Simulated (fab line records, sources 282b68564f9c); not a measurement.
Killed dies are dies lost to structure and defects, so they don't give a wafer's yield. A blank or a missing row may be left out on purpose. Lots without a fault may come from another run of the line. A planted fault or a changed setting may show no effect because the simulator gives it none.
Chamber matching | flow rit_cmos | RIT_FOX1_WET_ETCH_02 on wet_bench-02: 3 sister chambers
The step etches SiO2 in BOE, target depth 350 nm, time 390 s. 16 wafers are shown with their chamber, then 5 later ones without.

WAFERS WITH THEIR CHAMBER
wafer  | chamber | run_length_s (s)
L508.1 | 1       | 422.8
L508.3 | 1       | 422.8
L508.6 | 1       | 422.8
L514.1 | 1       | 416.3
L514.2 | 1       | 416.3
L514.3 | 1       | 416.3
L521.1 | 0       | 416.6
L521.2 | 0       | 416.6
L521.3 | 0       | 416.6
L523.2 | 3       | 424.2
L523.3 | 3       | 424.2
L523.4 | 3       | 424.2
L526.1 | 3       | 416.7
L526.2 | 3       | 416.7
L526.4 | 3       | 416.7
L527.1 | 0       | 416.4

SIGNATURES (means of the wafers above)
reading      | chamber 0 | chamber 1 | chamber 3 | scatter within a chamber
run_length_s | 416.550   | 419.550   | 420.450   | 3.37
Rule: a wafer's distance from a chamber is the root of the sum, over the readings, of the square of ((its reading less the chamber's mean) divided by the reading's scatter). The wafer belongs to the nearest chamber; if the next one is less than 2 further off, it can't be placed. The scatter: the root of (the sum of the squares of (reading less its chamber's mean) over the shown wafers, divided by (wafers less chambers)).

WAFERS WITHOUT THEIR CHAMBER
wafer  | run_length_s (s)
L527.4 | 416.4
L527.5 | 416.4
L530.2 | 416.6
L530.4 | 416.6
L530.6 | 416.6

WHICH CHAMBER EACH WENT THROUGH
wafer  | from the rows above          | in truth
L527.4 | can't be placed: 0 or 1 or 3 | 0
L527.5 | can't be placed: 0 or 1 or 3 | 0
L530.2 | can't be placed: 0 or 1 or 3 | 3
L530.4 | can't be placed: 0 or 1 or 3 | 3
L530.6 | can't be placed: 0 or 1 or 3 | 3
Placed correctly: 0 of 5. Can't be placed from these rows: 5 (the true chamber is among the candidates in 5). Placed wrongly: 0.
